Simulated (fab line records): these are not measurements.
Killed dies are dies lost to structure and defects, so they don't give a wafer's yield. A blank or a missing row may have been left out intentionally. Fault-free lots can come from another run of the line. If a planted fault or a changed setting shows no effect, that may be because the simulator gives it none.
fab line records    flow berkeleyCmos170
record lots=6  wafers=18  lastDay=11
route steps=331 shown NWELL@32 PWELL@34
lots that met no fault: from a run of the same line without faults
startH: start of the lot's first displayed wafer, in hours after the record's first day    waitH: hours since the lot's step before    " unchanged from the row above    L1.1+2: a row that stands for several wafers    - either no value or no given start    * or withheld: withheld    < > ~ a bound
route shown NAME@n: names a module that has steps shown in the file, with the first one's number in the route    usual: average and standard deviation across the fault-free wafers    same: alike in all rows    chamber/n: place in a boat    sites: readings site by site    _std_site: standard deviation across them    _edge_site: mean of outer sites minus mean of inner sites    radiusMm: for every site, how far away it sits from the centre of the wafer    mask NAME#n: copy n    behind: the most recent tool/chamber to have shaped the wafer    hold: reason for holding the lot/hours on hold/outcome of the hold    device: the n, p or np transistor that did not switch    end of line: the tests these same wafers got at the end of their route    a step without rows: its recipe alone    killed: not the wafer's yield, but the dies lost to structure and defects at the first sort    map: the dies of a wafer, with x for killed, . for not killed, _ for no die there
set.NAME: setting as actually run; set.NAME@STEP: the setting as run at that earlier step    model.NAME: the simulator's own value behind a step, which no gauge read
lots at some steps of the route; a table a step, a row a wafer
services: a tool's chamber out of use, with start hour (startH, from the record's first day; less than 0 if before it), hours out, and reason
## steps
# step UCB170_NWELL_WET_ETCH_18
# recipe chemistry=H3PO4  target=Si3N4  tempC=160  timeS=14400
# step UCB170_NWELL_WET_ETCH_19
# recipe chemistry=BOE  dilution=5:1  target=SiO2  tempC=25  timeS=22
# step UCB170_PWELL_CLEAN_00
# recipe chemistry=SPM  tempC=120  timeS=600
# step UCB170_PWELL_CLEAN_01
# recipe chemistry=dHF  dilution=25:1  timeS=60
# step UCB170_PWELL_OXIDATION_02
# recipe tempC=1000  ambient=O2  targetThkA=264  oxTimeS=1260
# step UCB170_PWELL_THK_MEAS_03
# recipe reads=SiO2_of_PWELL_OXIDATION_02
# usual PWELL_OXIDE_THK=26.1/0.61
lot.wafer  tool          chamber  startH  waitH  PWELL_OXIDE_THK[nm]
L989.3     filmMetro-04  -        47.20   0.0    26.9
L989.5     "             -        "       "      26.9
L989.6     "             -        "       "      26.9
L999.3     filmMetro-03  -        102.49  0.0    26.7
L999.5     "             -        "       "      26.5
L999.6     "             -        "       "      26.2
L102.4     filmMetro-02  -        113.88  0.0    25.6
L102.5     "             -        "       "      25.4
L102.6     "             -        "       "      25.6
L105.3     filmMetro-02  -        126.34  0.0    26.0
L105.4     "             -        "       "      25.6
L105.6     "             -        "       "      25.9
L106.2     filmMetro-02  -        129.64  0.0    25.6
L106.3     "             -        "       "      26.1
L106.6     "             -        "       "      26.2
L109.1     filmMetro-03  -        146.04  0.1    24.4
L109.2     "             -        "       "      24.7
L109.3     "             -        "       "      25.0
# step UCB170_PWELL_ANNEAL_04
# recipe tempC=1000  timeS=900  ambient=N2
# step UCB170_PWELL_CVD_05
# recipe material=Si3N4  targetThkNm=220  tempC=800  precursor=SiH2Cl2/NH3  timeS=3300  pressureMtorr=200  sih2cl2FlowSccm=25  nh3FlowSccm=75
# step UCB170_PWELL_THK_MEAS_06
# recipe reads=Si3N4_of_PWELL_CVD_05
# usual PWELL_NITRIDE_THK=218.5/2.2
lot.wafer  tool          chamber  startH  waitH  PWELL_NITRIDE_THK[nm]
L989.3     filmMetro-02  -        55.13   0.0    220.5
L989.5     "             -        "       "      220.1
L989.6     "             -        "       "      219.6
L999.3     filmMetro-04  -        113.16  0.0    217.6
L999.5     "             -        "       "      218.1
L999.6     "             -        "       "      218.4
L102.4     filmMetro-04  -        121.36  0.0    217.1
L102.5     "             -        "       "      218.0
L102.6     "             -        "       "      216.8
L105.3     filmMetro-03  -        133.29  0.0    218.9
L105.4     "             -        "       "      217.4
L105.6     "             -        "       "      217.8
L106.2     filmMetro-04  -        135.01  0.0    217.8
L106.3     "             -        "       "      218.3
L106.6     "             -        "       "      216.8
L109.1     filmMetro-02  -        150.69  0.0    214.2
L109.2     "             -        "       "      216.3
L109.3     "             -        "       "      214.8
# step UCB170_PWELL_HMDS_07
# recipe primeTimeS=60  primeTempC=100
# step UCB170_PWELL_COAT_08
# recipe resist=KrF  spinRpm=1500  resistThkNm=900
# step UCB170_PWELL_SOFTBAKE_09
# recipe resist=KrF  tempC=130  timeS=60
# step UCB170_PWELL_EXPOSE_10
# recipe maskId=PWELL  targetCdNm=3000  na=0.5  sigmaOuter=0.6  sourceShape=conventional  doseMj=19
# usual exposureDoseMJCm2=19.003/0.018  focusOffsetNm=-0.2/0.57
lot.wafer  tool           chamber  startH  waitH  mask     exposureDoseMJCm2  focusOffsetNm
L989.3     krfScanner-01  0        56.00   0.1    PWELL#0  18.978             -0.1
L989.5     "              0        "       "      PWELL#0  19.016             0.5
L989.6     "              0        "       "      PWELL#0  18.981             0.4
L999.3     krfScanner-02  -        113.68  0.1    PWELL#0  -                  -
L999.5     "              -        "       "      PWELL#0  -                  -
L999.6     "              -        "       "      PWELL#0  -                  -
L102.4     krfScanner-01  -        122.13  0.1    PWELL#0  -                  -
L102.5     "              -        "       "      PWELL#0  -                  -
L102.6     "              -        "       "      PWELL#0  -                  -
L105.3     krfScanner-01  0        133.94  0.2    PWELL#0  19.020             0.6
L105.4     "              0        "       "      PWELL#0  19.035             0.6
L105.6     "              0        "       "      PWELL#0  19.020             0.8
L106.2     krfScanner-02  0        136.41  0.3    PWELL#0  18.995             0.4
L106.3     "              0        "       "      PWELL#0  19.015             -0.5
L106.6     "              0        "       "      PWELL#0  18.997             -0.4
L109.1     krfScanner-01  0        151.33  0.2    PWELL#0  19.000             -0.6
L109.2     "              0        "       "      PWELL#0  19.023             -0.6
L109.3     "              0        "       "      PWELL#0  19.007             -0.3
# step UCB170_PWELL_PEB_11
# recipe pebTempC=130  pebTimeS=withheld  resist=KrF
## services
tool           chamber  startH  hours  kind
krfScanner-02  0        38.34   -      calibration
krfScanner-01  -        41.69   4.0    repair
krfScanner-02  -        65.53   3.6    pm
krfScanner-01  -        86.85   0.7    repair
krfScanner-02  -        92.69   0.8    pm
krfScanner-02  -        93.86   1.0    pm
krfScanner-01  -        101.55  1.0    pm
krfScanner-02  -        110.59  0.3    repair
krfScanner-01  -        114.10  0.8    pm
krfScanner-02  -        115.66  1.1    repair
krfScanner-01  0        118.46  -      calibration
krfScanner-01  -        124.83  1.3    pm
## key
firstSign step=UCB170_PWELL_EXPOSE_10  reading=toolRecord  direction=missing
effect none on later readings
metAt UCB170_PWELL_EXPOSE_10
struckWafers L999.3,L999.5,L999.6,L102.4,L102.5,L102.6
laterRowsLeftOut L999.3,L999.5,L999.6,L102.4,L102.5,L102.6
sortLeftOut L999.3,L999.5,L999.6,L102.4,L102.5,L102.6
testerLeftOut L999,L102
onsetBetween 56.00 113.68
fault kind=skippedStepWhole  tool=krfScanner-01,krfScanner-02  chamber=-  onsetH=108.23  steps=UCB170_PWELL_EXPOSE_10  scope=struckLotsOnly
# testerLeftOut: of these lots the tester's yield and bins aren't shown, on N5 and GAA mostly nor the transistor test; their killed dies are dies lost to structure and defects alone, not to doping, threshold or leakage, so they don't give the yield
# sortLeftOut: the simulated sort isn't trusted on such a fault, so these wafers' sort isn't shown, and their yield isn't known
# laterRowsLeftOut: the simulator's readings of these wafers behind a module that went badly wrong aren't trusted and aren't shown, but for the sort
